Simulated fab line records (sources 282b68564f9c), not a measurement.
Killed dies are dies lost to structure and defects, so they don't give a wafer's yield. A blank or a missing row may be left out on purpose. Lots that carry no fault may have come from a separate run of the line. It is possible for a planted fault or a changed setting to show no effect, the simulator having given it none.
A struck lot beside a sound one / flow rit_cmos / 43 steps out of a route of 202
Sound: these wafers, L167.1, L167.2, L167.5. Wafers L171.4, L171.5, L171.6 were the ones struck. The cause is named last.
For every step that has rows: the tool of each side, followed by ch and its chambers, followed by its first start. Under that, the readings that differ: sound wafers / struck wafers / difference of the means / sigmas: that difference in standard deviations of wafers without a fault.
alike: readings with means less than 2 such deviations apart, plus words and numbers identical on both sides. not compared: withheld readings, readings lacking a value on some wafer, bounds such as >300 that could conceal the same value, and numbers that have no deviation in the record and whose values overlap.
A row with sigmas, a row that says differs or no value, or rows on one side alone: a step with any of these is where the two part. When numbers do not overlap yet have no deviation, they are printed without sigmas and do not part them. Lack of a reading on every wafer of one side parts them only where that side has two or more wafers.

first, 6 steps without rows for these wafers: RIT_PRETRO_HMDS_00 (prime time 60 s); RIT_PRETRO_COAT_01 (resist thk 1300 nm); RIT_PRETRO_SOFTBAKE_02 (time 60 s); RIT_PRETRO_EXPOSE_03 (exposes mask M5, target cd 43700 nm); RIT_PRETRO_PEB_04; RIT_PRETRO_DEVELOP_05 (develop time 68 s).
RIT_PRETRO_OVL_MEAS_06:
  struck on overlay-02, day 4 02:26; sound on overlay-02, day 3 03:20
reading=PRETRO_OVL (nm); sound=3.5 4.6 3.4; struck=-1.1 0.0 -0.9; difference=-4.5; sigmas=-3
then, 2 steps without rows for these wafers: RIT_PRETRO_HARDBAKE_07 (time 120 s); RIT_PRETRO_IMPLANT_08.
RIT_PRETRO_STRIP_09: strips in O2, time 180 s.
  sound on plasma_asher-04 ch 0,1, day 3 03:46; struck on plasma_asher-01 ch 0,1, day 4 02:55
  alike: drypump_motor_current_A
  not compared: rf_hours_counter_h
RIT_PRETRO_TW_MEAS_10:
  struck on film_metro-01, day 4 03:04; sound on film_metro-02, day 3 03:57
  alike: PRETRO_TW
then, 1 step without rows for these wafers: RIT_GATE_WET_ETCH_00 (etches SiO2 in BOE, target depth 56 nm, time 60 s).
RIT_GATE_CLEAN_01: cleans in SC1, time 600 s.
  sound on wet_bench-02 ch 1, day 3 04:02; struck on wet_bench-04 ch 3, day 4 03:08
  alike: bath_heat_duty_pct
then, 3 steps without rows for these wafers: RIT_GATE_CLEAN_02 (cleans in dHF, time 30 s); RIT_GATE_CLEAN_03 (cleans in SC2, time 600 s); RIT_GATE_CLEAN_04 (cleans in dHF, time 60 s).
RIT_FOX2_THK_MEAS_91:
  struck on film_metro-04, day 4 03:44; sound on film_metro-02, day 3 04:37
  alike: FIELD_OXIDE_LEFT_2_THK
then, 2 steps without rows for these wafers: RIT_GATE_OXIDATION_05 (target thk 3 nm, ox time 270 s); RIT_GATE_ANNEAL_06 (time 600 s).
RIT_GATE_THK_MEAS_07:
  struck on film_metro-04, day 4 07:33; sound on film_metro-02, day 3 10:40
  alike: GATE_OXIDE_THK
then, 1 step without rows for these wafers: RIT_GATE_CVD_08 (deposits poly-Si from SiH4, target thk 250 nm, time 2220 s).
RIT_GATE_THK_MEAS_09:
  struck on film_metro-01, day 4 10:02; sound on film_metro-01, day 3 12:21
  alike: GATE_POLY_THK
then, 6 steps without rows for these wafers: RIT_GATE_HMDS_10 (prime time 60 s); RIT_GATE_COAT_11 (resist thk 850 nm); RIT_GATE_SOFTBAKE_12 (time 60 s); RIT_GATE_EXPOSE_13 (exposes mask M6, target cd 150 nm); RIT_GATE_PEB_14; RIT_GATE_DEVELOP_15 (develop time 50 s).
RIT_GATE_CD_MEAS_16: the cd target is 150 nm.
  struck on cd_sem-01, day 4 11:06; sound on cd_sem-01, day 3 13:16
  alike: cd_nm
RIT_GATE_OVL_MEAS_17:
  struck on overlay-02, day 4 11:11; sound on overlay-01, day 3 13:23
  alike: GATE_OVL
then, 1 step without rows for these wafers: RIT_GATE_HARDBAKE_18 (time 60 s).
RIT_GATE_ETCH_19: etches poly-Si in SF6/CHF3/O2, stops on SiO2, time 165 s, target depth 312.5 nm.
  sound on rie_si-01 ch 0,1,3, day 3 13:34; struck on rie_si-01 ch 0,3, day 4 11:20
  alike: drypump_motor_current_A, oes_product_au, throttle_valve_pct
  not compared: rf_hours_counter_h
RIT_GATE_STRIP_20: strips in O2, time 180 s.
  sound on plasma_asher-04 ch 0,1, day 3 13:41; struck on plasma_asher-02 ch 0,1, day 4 11:31
  alike: drypump_motor_current_A
  not compared: rf_hours_counter_h
RIT_GATE_CD_MEAS_90: the cd target is 150 nm.
  struck on cd_sem-02, day 4 11:41; sound on cd_sem-02, day 3 13:51
  alike: cd_nm
then, 4 steps without rows for these wafers: RIT_REOX_CLEAN_00 (cleans in SC1, time 600 s); RIT_REOX_CLEAN_01 (cleans in dHF, time 30 s); RIT_REOX_CLEAN_02 (cleans in SC2, time 600 s); RIT_REOX_OXIDATION_03 (target thk 25.2 nm, ox time 5580 s).
RIT_REOX_THK_MEAS_04:
  struck on film_metro-04, day 4 14:52; sound on film_metro-01, day 3 17:58
  alike: REOX_OXIDE_THK
then, 3 steps without rows for these wafers: RIT_NLDD_HMDS_00 (prime time 60 s); RIT_NLDD_COAT_01 (resist thk 1000 nm); RIT_NLDD_SOFTBAKE_02 (time 60 s).
RIT_M1_PROBE_99:
  struck on prober-02, day 5 08:55; sound on prober-02, day 4 10:22
reading=killed_at_front_end; sound=12 8 8; struck=35 37 38; difference=+27; sigmas=+9
reading=killed_dies; sound=12 8 8; struck=35 37 38; difference=+27; sigmas=+9
  alike: killed_at_contacts, killed_on_rim, killed_open, killed_short

== WHERE THEY PART ==
Earliest at RIT_PRETRO_OVL_MEAS_06; latest, in this record, at RIT_M1_PROBE_99.

WHY: what had been put in by the simulator
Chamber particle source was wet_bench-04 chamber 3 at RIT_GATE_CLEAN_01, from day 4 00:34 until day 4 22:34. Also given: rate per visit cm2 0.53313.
